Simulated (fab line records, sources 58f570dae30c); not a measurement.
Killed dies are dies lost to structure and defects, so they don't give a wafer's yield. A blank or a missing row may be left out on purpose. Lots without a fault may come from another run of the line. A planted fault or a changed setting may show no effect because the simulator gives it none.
One fault seen from 2 desks | flow berkeley_cmos170 | each desk has only its own numbers; what lay behind them comes last

THE METROLOGY DESK
What the gauges read, lot by lot, whatever tool the lot ran on: means of the sampled wafers that have a number. A lot is out of limits, marked OUT, if its mean lies more than 4 standard deviations from the usual mean; the brackets give that distance.
Columns: A = PWELL_OVL at UCB170_PWELL_OVL_MEAS_13, usual -1 nm; B = WELLDRIVE_OXIDE_THK at UCB170_WELLDRIVE_THK_MEAS_02, usual 200 nm; C = cd_nm at UCB170_GATE_CD_MEAS_12, usual 350.1 nm
lot  | first seen here | A  | B   | C
L973 | day 3 09:42     | -3 | 200 | 348.5
L974 | day 3 12:59     | -2 | 200 | 352.4
L976 | day 3 19:47     | -1 | 204 | 350.2
L975 | day 3 19:58     | -3 | 200 | 348.8
L977 | day 4 06:35     | -7 | 198 | 350.6
L979 | day 4 13:54     | 2  | 197 | 350.1
L980 | day 4 21:35     | -1 | 197 | 351.1
L981 | day 5 03:13     | 1  | 199 | 348.9
L983 | day 5 10:05     | -2 | 195 | 350.1
L985 | day 5 17:31     | -3 | 199 | 356.2 (+4.4) OUT
L987 | day 6 05:07     | -3 | 199 | 356.2 (+4.4) OUT
L986 | day 6 05:24     | -6 | 206 | 351.0
L992 | day 7 08:40     | -3 | 200 | 355.6
L993 | day 7 10:02     | 0  | 202 | 348.5
L995 | day 7 17:17     | -5 | 198 | 351.4
This desk's finding: out of limits on L985, L987; first on L987, day 9 05:29 (cd_nm at UCB170_GATE_CD_MEAS_12). In limits: L973, L974, L976, L975, L977, L979, L980, L981, L983, L986, L992, L993, L995.

THE TOOL OWNER'S DESK: litho_track-04
The tool's own readings at UCB170_GATE_PEB_10: means of the sampled wafers that have a number, for each lot that ran on this tool. A lot is out of limits, marked OUT, if its mean lies more than 4 standard deviations from the usual mean; the brackets give that distance.
Columns: A = heater_power_total_W at UCB170_GATE_PEB_10, usual 56.80 W; B = resist_line_temp_C at UCB170_GATE_PEB_10, usual 23.02 C
lot  | first seen here | A               | B
L976 | day 6 14:43     | 56.83           | 23.05
L974 | day 6 15:01     | 56.82           | 22.99
L975 | day 6 16:43     | 56.84           | 23.06
L977 | day 7 18:28     | 56.81           | 22.88
L981 | day 8 13:26     | 56.79           | 23.05
L983 | day 8 13:43     | 56.81           | 22.88
L987 | day 9 05:13     | 58.30 (+31) OUT | 22.97
L985 | day 9 05:28     | 58.29 (+31) OUT | 23.10
L992 | day 9 23:50     | 58.26 (+30) OUT | 23.00
This desk's finding: out of limits on L985, L987, L992; first on L987, day 9 05:13 (heater_power_total_W at UCB170_GATE_PEB_10). In limits: L976, L974, L975, L977, L981, L983.

PUT TOGETHER
The tool owner's desk could have raised an alarm at day 9 05:13, on L985, L987, L992.
The metrology desk could have raised an alarm at day 9 05:29, on L985, L987.
The metrology desk has L992 on record, within its limits.
Of the lots named, all ran UCB170_GATE_PEB_10 on litho_track-04.

WHAT THE SIMULATOR HAD PUT IN
Process parameter drift: litho_track-04, from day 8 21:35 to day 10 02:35, at UCB170_GATE_PEB_10. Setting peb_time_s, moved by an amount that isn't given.
Lots struck among those shown: L985, L987, L992.
Hours from the fault's start to each desk's first reading out of limits: the tool owner's desk, 8; the metrology desk, 8.
